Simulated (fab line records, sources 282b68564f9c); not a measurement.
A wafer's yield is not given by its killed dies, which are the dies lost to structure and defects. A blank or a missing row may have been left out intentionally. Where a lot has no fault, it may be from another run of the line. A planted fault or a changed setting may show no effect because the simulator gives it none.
fab line records    flow ritCmos
record: lots: 14  wafers: 42  lastDay: 7
route steps=202 shown ACTIVE@19 M1@202
lots that met no fault: from a run of the same line without faults
startH: hours from the record's first day to the start of the lot's first wafer shown    waitH: time in hours since the lot's previous step    " as in the row above    L1.1+2: one row covering several wafers at once    - no value present, or no start provided    * or withheld: withheld    < > ~ a bound
route shown NAME@n: NAME is a module with steps in the file, n the number in the route of the first one    usual: the fault-free wafers' mean and standard deviation    same: alike in all rows    chamber/n: place in a boat    sites: per-site readings    _std_site: their standard deviation    _edge_site: mean of outer sites minus mean of inner sites    radiusMm: how far each site lies from the wafer's centre    mask NAME#n: copy n    behind: the tool/chamber that last shaped the wafer    hold: why the lot was held/for how many hours/how that ended    device: the transistor (n, p or np) that didn't switch    end of line: the route-end tests of the same wafers    a step without rows: its recipe alone    killed: dies that structure and defects cost at the first sort, which is not the same as the wafer's yield    map: the dies of a wafer, with x for killed, . for not killed, _ for no die there
set.NAME: the run value of the setting; set.NAME@STEP: its run value at that earlier step    model.NAME: the simulator's own value behind a step, which no gauge read
the route's steps for a sample of lots (tables are steps, rows are wafers)
services: the hour from which a tool's chamber was out of use, counted from the record's first day as startH (under 0 if before that day), plus the number of hours and why
== steps ==
step: RIT_ACTIVE_CLEAN_17
recipe: chemistry: SC2  mix: 3:3:50  timeS: 600  tempC: 75  dry: n2Spin
lot.wafer   tool         chamber  startH  waitH
L598.2+5+6  wetBench-04  3        17.38   0.0
L601.3+4+6  wetBench-04  1        30.75   0.0
L602.1+4+6  wetBench-02  0        39.00   0.0
L603.4+5+6  wetBench-01  1        49.01   0.0
L604.2+4+6  wetBench-01  2        49.25   0.0
L606.1+3+4  wetBench-04  0        56.49   0.0
L605.2+3+6  wetBench-04  3        56.73   0.0
L607.1+2+5  wetBench-04  1        63.95   0.0
L609.1+5+6  wetBench-04  3        70.97   0.0
L608.1+2+6  wetBench-02  0        71.02   0.0
L610.1+4+6  wetBench-02  3        89.17   0.0
L611.1+5+6  wetBench-01  2        89.28   0.0
L619.1+3+6  wetBench-04  2        122.21  0.0
L620.3+5+6  wetBench-04  2        125.70  0.0
step: RIT_M1_PROBE_99
usual: killedAtContacts: 0.1/0.25  killedAtFrontEnd: 7/3.1  killedDies: 7/3.2  killedOnRim: 1.9/1.5  killedOpen: 3.3/2  killedShort: 3.5/2
same: grossDies: 264  killed_at_M0_to_M3: 0  killed_at_M4_up: 0  killedAtBackSide: 0  killedAtOther: 0
lot.wafer  tool       chamber  startH  waitH  killedAtContacts  killedAtFrontEnd  killedDies  killedOnRim  killedOpen  killedShort
L619.1     prober-02  -        168.84  0.1    0                 13                13          8            2           4
L619.3     prober-02  -        168.94  0.2    0                 12                12          6            1           3
L619.6     prober-02  -        169.09  0.2    0                 14                14          7            2           4
L620.3     prober-01  -        174.80  0.2    0                 12                12          6            2           3
L620.5     prober-01  -        174.90  0.2    0                 12                12          8            4           1
L620.6     prober-01  -        174.95  0.2    0                 14                14          8            3           3
killed by level:class
L619.1 ACTIVE:unspecified=7 FOX1:geometricParticle:short=2 GATE:geometricParticle:open=1 GATE:geometricParticle:short=1 SPACER:geometricParticle:open=1 SILICIDE:geometricParticle:short=1
L619.3 ACTIVE:unspecified=8 SILICIDE:geometricParticle:short=2 REOX:geometricParticle:short=1 SPACER:geometricParticle:open=1
L619.6 ACTIVE:unspecified=8 GATE:geometricParticle:short=2 FOX1:geometricParticle:open=1 FOX2:geometricParticle:open=1 FOX2:geometricParticle:short=1 SILICIDE:geometricParticle:short=1
L620.3 ACTIVE:unspecified=7 REOX:geometricParticle:short=2 GATE:geometricParticle:short=1 REOX:geometricParticle:open=1 SILICIDE:geometricParticle:open=1
L620.5 ACTIVE:unspecified=7 SILICIDE:geometricParticle:open=3 FOX1:geometricParticle:open=1 FOX2:geometricParticle:short=1
L620.6 ACTIVE:unspecified=8 SILICIDE:geometricParticle:open=2 GATE:geometricParticle:open=1 REOX:geometricParticle:short=1 SPACER:geometricParticle:short=1 SILICIDE:geometricParticle:short=1
== services ==
tool         chamber  startH  hours  kind
wetBench-01  -        57.20   4.5    repair
== key ==
firstSign: step: RIT_M1_PROBE_99  reading: killedAtFrontEnd  direction: up  sigmas: 1.9  usual: 7  struck: 13  wafersMoved: 5
effect: step: RIT_M1_PROBE_99  reading: killedDies  direction: up  sigmas: 1.9  usual: 7  struck: 13  wafersMoved: 5
metAt RIT_ACTIVE_CLEAN_17
struckLots L619,L620
struckWafers L619.1,L619.3,L619.6,L620.3,L620.5,L620.6
testerLeftOut L619,L620
alsoFits time
fault: kind: chamberParticleSource  tool: wetBench-04  chamber: 2  onsetH: 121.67  steps: RIT_ACTIVE_CLEAN_17  ratePerVisitCm2: 0.43765  endH: 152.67
testerLeftOut: of these lots the tester's yield and bins aren't shown, on N5 and GAA mostly nor the transistor test; their killed dies are dies lost to structure and defects alone, not to doping, threshold or leakage, so they don't give the yield
